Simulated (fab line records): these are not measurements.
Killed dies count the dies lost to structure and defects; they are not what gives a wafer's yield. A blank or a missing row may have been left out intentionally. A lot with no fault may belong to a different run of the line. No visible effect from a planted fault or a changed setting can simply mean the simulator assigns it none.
Which tool was responsible? / flow berkeley cmos170 / Sampling: 14 lots, 42 wafers, 5 of 331 route steps

== WHAT EACH GAUGE READ, for each wafer ==
UCB170_NVT_OVL_MEAS_06.
lot=L857; measured=day 7 02:47; on=overlay-01; NVT_OVL (nm)=1 1 -3
lot=L858; measured=day 7 10:12; on=overlay-02; NVT_OVL (nm)=-11 -7 -12
lot=L859; measured=day 7 10:26; on=overlay-01; NVT_OVL (nm)=-8 -1 3
lot=L862; measured=day 7 20:29; on=overlay-01; NVT_OVL (nm)=1 7 0
lot=L860; measured=day 7 20:46; on=overlay-02; NVT_OVL (nm)=5 1 9
lot=L861; measured=day 7 20:52; on=overlay-01; NVT_OVL (nm)=2 3 2
lot=L864; measured=day 8 07:46; on=overlay-02; NVT_OVL (nm)=-8 -2 -2
lot=L863; measured=day 8 08:14; on=overlay-01; NVT_OVL (nm)=3 17 9
lot=L866; measured=day 8 18:38; on=overlay-01; NVT_OVL (nm)=2 5 1
lot=L869; measured=day 9 04:02; on=overlay-01; NVT_OVL (nm)=-3 -1 -10
lot=L876; measured=day 11 03:47; on=overlay-02; NVT_OVL (nm)=-1 -5 -10
lot=L877; measured=day 11 15:44; on=overlay-01; NVT_OVL (nm)=0 -2 -7
lot=L878; measured=day 11 16:01; on=overlay-01; NVT_OVL (nm)=-5 0 -1
lot=L879; measured=day 11 20:29; on=overlay-01; NVT_OVL (nm)=-7 -1 -5

UCB170_CONTACT_THK_MEAS_02.
lot=L857; measured=day 8 19:44; on=film metro-02; CONTACT_PSG_THK (nm)=699 703 700
lot=L858; measured=day 8 22:23; on=film metro-02; CONTACT_PSG_THK (nm)=697 697 696
lot=L859; measured=day 8 19:56; on=film metro-03; CONTACT_PSG_THK (nm)=695 699 702
lot=L862; measured=day 9 13:40; on=film metro-01; CONTACT_PSG_THK (nm)=692 696 695
lot=L860; measured=day 9 15:27; on=film metro-01; CONTACT_PSG_THK (nm)=715 707 707
lot=L861; measured=day 9 13:58; on=film metro-03; CONTACT_PSG_THK (nm)=711 707 706
lot=L864; measured=day 9 22:46; on=film metro-01; CONTACT_PSG_THK (nm)=694 697 700
lot=L863; measured=day 10 00:17; on=film metro-03; CONTACT_PSG_THK (nm)=741 747 738
lot=L866; measured=day 10 12:29; on=film metro-01; CONTACT_PSG_THK (nm)=749 749 749
lot=L869; measured=day 11 00:56; on=film metro-02; CONTACT_PSG_THK (nm)=709 701 709
lot=L876; measured=day 12 17:16; on=film metro-01; CONTACT_PSG_THK (nm)=702 702 698
lot=L877; measured=day 13 12:05; on=film metro-02; CONTACT_PSG_THK (nm)=698 695 699
lot=L878; measured=day 13 12:29; on=film metro-02; CONTACT_PSG_THK (nm)=704 705 707
lot=L879; measured=day 13 14:46; on=film metro-01; CONTACT_PSG_THK (nm)=697 702 701

UCB170_V2_CD_MEAS_90: the cd target is 700 nm.
lot=L857; measured=day 9 14:47; on=cd sem-01; cd nm (nm)=700.0 701.1 700.7
lot=L858; measured=day 9 14:28; on=cd sem-02; cd nm (nm)=697.8 697.9 699.8
lot=L859; measured=day 9 11:37; on=cd sem-02; cd nm (nm)=701.1 701.0 700.2
lot=L862; measured=day 10 04:16; on=cd sem-02; cd nm (nm)=701.0 703.4 701.2
lot=L860; measured=day 10 07:25; on=cd sem-02; cd nm (nm)=701.8 702.3 702.2
lot=L861; measured=day 10 06:19; on=cd sem-01; cd nm (nm)=700.2 701.6 701.8
lot=L864; measured=day 10 13:40; on=cd sem-01; cd nm (nm)=701.9 702.4 701.2
lot=L863; measured=day 10 15:32; on=cd sem-01; cd nm (nm)=698.8 701.0 700.2
lot=L866; measured=day 11 04:31; on=cd sem-02; cd nm (nm)=701.1 699.4 701.4
lot=L869; measured=day 11 16:25; on=cd sem-01; cd nm (nm)=701.3 701.0 701.3
lot=L876; measured=day 13 12:40; on=cd sem-01; cd nm (nm)=699.9 701.0 700.0
lot=L877; measured=day 14 03:12; on=cd sem-01; cd nm (nm)=700.0 701.4 700.4
lot=L878; measured=day 14 07:31; on=cd sem-02; cd nm (nm)=703.1 701.2 701.1
lot=L879; measured=day 14 08:37; on=cd sem-01; cd nm (nm)=699.1 699.9 698.0

== TOOL THAT RAN EACH LOT (tool first, then ch and the chambers of the sampled wafers, then the start) ==
lot=L857; UCB170_CONTACT_CVD_01=lpcvd-02 ch 0, day 8 17:56; UCB170_CONTACT_ETCH_18=rie diel-04 ch 1,2, day 9 14:47 or earlier
lot=L858; UCB170_CONTACT_CVD_01=lpcvd-02 ch 0, day 8 19:43; UCB170_CONTACT_ETCH_18=rie diel-01 ch 1,2,3, day 9 14:28 or earlier
lot=L859; UCB170_CONTACT_CVD_01=lpcvd-01 ch 1, day 8 18:08; UCB170_CONTACT_ETCH_18=rie diel-02 ch 0,2,3, day 9 11:37 or earlier
lot=L862; UCB170_CONTACT_CVD_01=lpcvd-02 ch 0, day 9 11:53; UCB170_CONTACT_ETCH_18=rie diel-02 ch 0,1,2, day 10 04:16 or earlier
lot=L860; UCB170_CONTACT_CVD_01=lpcvd-02 ch 0, day 9 13:40; UCB170_CONTACT_ETCH_18=rie diel-02 ch 0,3, day 10 07:25 or earlier
lot=L861; UCB170_CONTACT_CVD_01=lpcvd-01 ch 1, day 9 12:09; UCB170_CONTACT_ETCH_18=rie diel-04 ch 0,2,3, day 10 06:19 or earlier
lot=L864; UCB170_CONTACT_CVD_01=lpcvd-02 ch 0, day 9 20:59; UCB170_CONTACT_ETCH_18=rie diel-01 ch 1,2, day 10 13:40 or earlier
lot=L863; UCB170_CONTACT_CVD_01=lpcvd-01 ch 1, day 9 22:29; UCB170_CONTACT_ETCH_18=rie diel-02 ch 0,1,2, day 10 15:32 or earlier
lot=L866; UCB170_CONTACT_CVD_01=lpcvd-01 ch 1, day 10 10:42; UCB170_CONTACT_ETCH_18=rie diel-04 ch 1,2,3, day 11 04:31 or earlier
lot=L869; UCB170_CONTACT_CVD_01=lpcvd-02 ch 1, day 10 23:08; UCB170_CONTACT_ETCH_18=rie diel-01 ch 2,3, day 11 16:25 or earlier
lot=L876; UCB170_CONTACT_CVD_01=lpcvd-02 ch 0, day 12 15:29; UCB170_CONTACT_ETCH_18=rie diel-01 ch 1,3, day 13 12:40 or earlier
lot=L877; UCB170_CONTACT_CVD_01=lpcvd-01 ch 0, day 13 09:25; UCB170_CONTACT_ETCH_18=rie diel-01 ch 0,1,2, day 14 03:12 or earlier
lot=L878; UCB170_CONTACT_CVD_01=lpcvd-02 ch 0, day 13 10:41; UCB170_CONTACT_ETCH_18=rie diel-04 ch 0,1,2, day 14 07:31 or earlier
lot=L879; UCB170_CONTACT_CVD_01=lpcvd-01 ch 1, day 13 12:05; UCB170_CONTACT_ETCH_18=rie diel-02 ch 0,1,3, day 14 08:37 or earlier
- UCB170_CONTACT_CVD_01: deposits PSG from SiH4/O2/PH3, target thk 700 nm, time 2820 s.
- UCB170_CONTACT_ETCH_18: etches PSG in CHF3/CF4/Ar, stops on TiSi2, target depth 840 nm, time 195 s.

== WHAT THE TOOLS THEMSELVES READ (means of the sampled wafers that have a number; where no wafer has one, the mark that the record gives instead) ==
UCB170_CONTACT_CVD_01.
lot=L857; tool=lpcvd-02; sih4 flow sccm (sccm)=60.03; spike tc load C (C)=465; zone power centre pct (%)=20.7
lot=L858; tool=lpcvd-02; sih4 flow sccm (sccm)=59.87; spike tc load C (C)=465; zone power centre pct (%)=20.7
lot=L859; tool=lpcvd-01; sih4 flow sccm (sccm)=59.84; spike tc load C (C)=476; zone power centre pct (%)=21.6
lot=L862; tool=lpcvd-02; sih4 flow sccm (sccm)=59.91; spike tc load C (C)=464; zone power centre pct (%)=20.8
lot=L860; tool=lpcvd-02; sih4 flow sccm (sccm)=60.05; spike tc load C (C)=465; zone power centre pct (%)=20.7
lot=L861; tool=lpcvd-01; sih4 flow sccm (sccm)=59.82; spike tc load C (C)=475; zone power centre pct (%)=21.5
lot=L864; tool=lpcvd-02; sih4 flow sccm (sccm)=60.01; spike tc load C (C)=466; zone power centre pct (%)=20.9
lot=L863; tool=lpcvd-01; sih4 flow sccm (sccm)=72.21; spike tc load C (C)=476; zone power centre pct (%)=21.6
lot=L866; tool=lpcvd-01; sih4 flow sccm (sccm)=72.21; spike tc load C (C)=476; zone power centre pct (%)=21.5
lot=L869; tool=lpcvd-02; sih4 flow sccm (sccm)=60.05; spike tc load C (C)=469; zone power centre pct (%)=18.5
lot=L876; tool=lpcvd-02; sih4 flow sccm (sccm)=59.94; spike tc load C (C)=466; zone power centre pct (%)=20.6
lot=L877; tool=lpcvd-01; sih4 flow sccm (sccm)=59.89; spike tc load C (C)=467; zone power centre pct (%)=18.2
lot=L878; tool=lpcvd-02; sih4 flow sccm (sccm)=60.02; spike tc load C (C)=465; zone power centre pct (%)=20.7
lot=L879; tool=lpcvd-01; sih4 flow sccm (sccm)=60.28; spike tc load C (C)=474; zone power centre pct (%)=21.7

UCB170_CONTACT_ETCH_18.
lot=L857; tool=rie diel-04; CHF3_flow_sccm (sccm)=44.99; drypump motor current A (A)=5.8; oes product au (a.u.)=0.895; throttle valve pct (%)=6.76
lot=L858; tool=rie diel-01; CHF3_flow_sccm (sccm)=45.00; drypump motor current A (A)=5.7; oes product au (a.u.)=0.882; throttle valve pct (%)=6.86
lot=L859; tool=rie diel-02; CHF3_flow_sccm (sccm)=45.03; drypump motor current A (A)=5.8; oes product au (a.u.)=0.889; throttle valve pct (%)=6.90
lot=L862; tool=rie diel-02; CHF3_flow_sccm (sccm)=44.93; drypump motor current A (A)=5.5; oes product au (a.u.)=0.886; throttle valve pct (%)=6.90
lot=L860; tool=rie diel-02; CHF3_flow_sccm (sccm)=45.06; drypump motor current A (A)=5.6; oes product au (a.u.)=0.895; throttle valve pct (%)=6.76
lot=L861; tool=rie diel-04; CHF3_flow_sccm (sccm)=44.94; drypump motor current A (A)=5.7; oes product au (a.u.)=0.903; throttle valve pct (%)=6.96
lot=L864; tool=rie diel-01; CHF3_flow_sccm (sccm)=45.05; drypump motor current A (A)=5.8; oes product au (a.u.)=0.879; throttle valve pct (%)=6.87
lot=L863; tool=rie diel-02; CHF3_flow_sccm (sccm)=44.98; drypump motor current A (A)=5.5; oes product au (a.u.)=0.925; throttle valve pct (%)=6.89
lot=L866; tool=rie diel-04; CHF3_flow_sccm (sccm)=45.03; drypump motor current A (A)=5.7; oes product au (a.u.)=0.925; throttle valve pct (%)=6.86
lot=L869; tool=rie diel-01; CHF3_flow_sccm (sccm)=44.96; drypump motor current A (A)=6.2; oes product au (a.u.)=0.900; throttle valve pct (%)=6.84
lot=L876; tool=rie diel-01; CHF3_flow_sccm (sccm)=45.11; drypump motor current A (A)=5.2; oes product au (a.u.)=0.898; throttle valve pct (%)=6.87
lot=L877; tool=rie diel-01; CHF3_flow_sccm (sccm)=45.08; drypump motor current A (A)=5.4; oes product au (a.u.)=0.889; throttle valve pct (%)=6.91
lot=L878; tool=rie diel-04; CHF3_flow_sccm (sccm)=45.00; drypump motor current A (A)=5.8; oes product au (a.u.)=0.902; throttle valve pct (%)=6.85
lot=L879; tool=rie diel-02; CHF3_flow_sccm (sccm)=45.06; drypump motor current A (A)=5.7; oes product au (a.u.)=0.903; throttle valve pct (%)=6.79

== THE ANSWER, worked out from the rows above alone ==
Rule: the usual values come from the lots themselves. The widest of any qualifying gaps counts: lots, ordered by their means at a reading, are off when they make up no more than a third of the lots, leave a main group of 4 or more, and stand apart from it by 3 or more times the standard deviation of that group's means. A main group is skipped when, at the precision printed for the reading in the tables above, its means are all equal. A lot without any number at a reading at which 4 lots or more have one is off too. Any other lot the step has rows for is counted as sound. The gauges are gone through in route order, then the tools' own readings, and for those a lot's mean is taken as printed above. The first step at which some lot is off is used, and at that step the reading that is off furthest; a lot without a number counts as furthest.
Off: L863, L866, at UCB170_CONTACT_THK_MEAS_02 (CONTACT_PSG_THK). Main group: mean 701 nm, sd 4.7.
If a tool, at a process step before that reading, ran all the lots that are off and no sound lot after the first of them, it fits. Not tried: the gauges at UCB170_CONTACT_THK_MEAS_02; whatever is off there is also off at UCB170_CONTACT_CVD_01, on other tools, and gauge error can't account for it. None of those tried fits.

== WHAT THE SIMULATOR HAD INSERTED ==
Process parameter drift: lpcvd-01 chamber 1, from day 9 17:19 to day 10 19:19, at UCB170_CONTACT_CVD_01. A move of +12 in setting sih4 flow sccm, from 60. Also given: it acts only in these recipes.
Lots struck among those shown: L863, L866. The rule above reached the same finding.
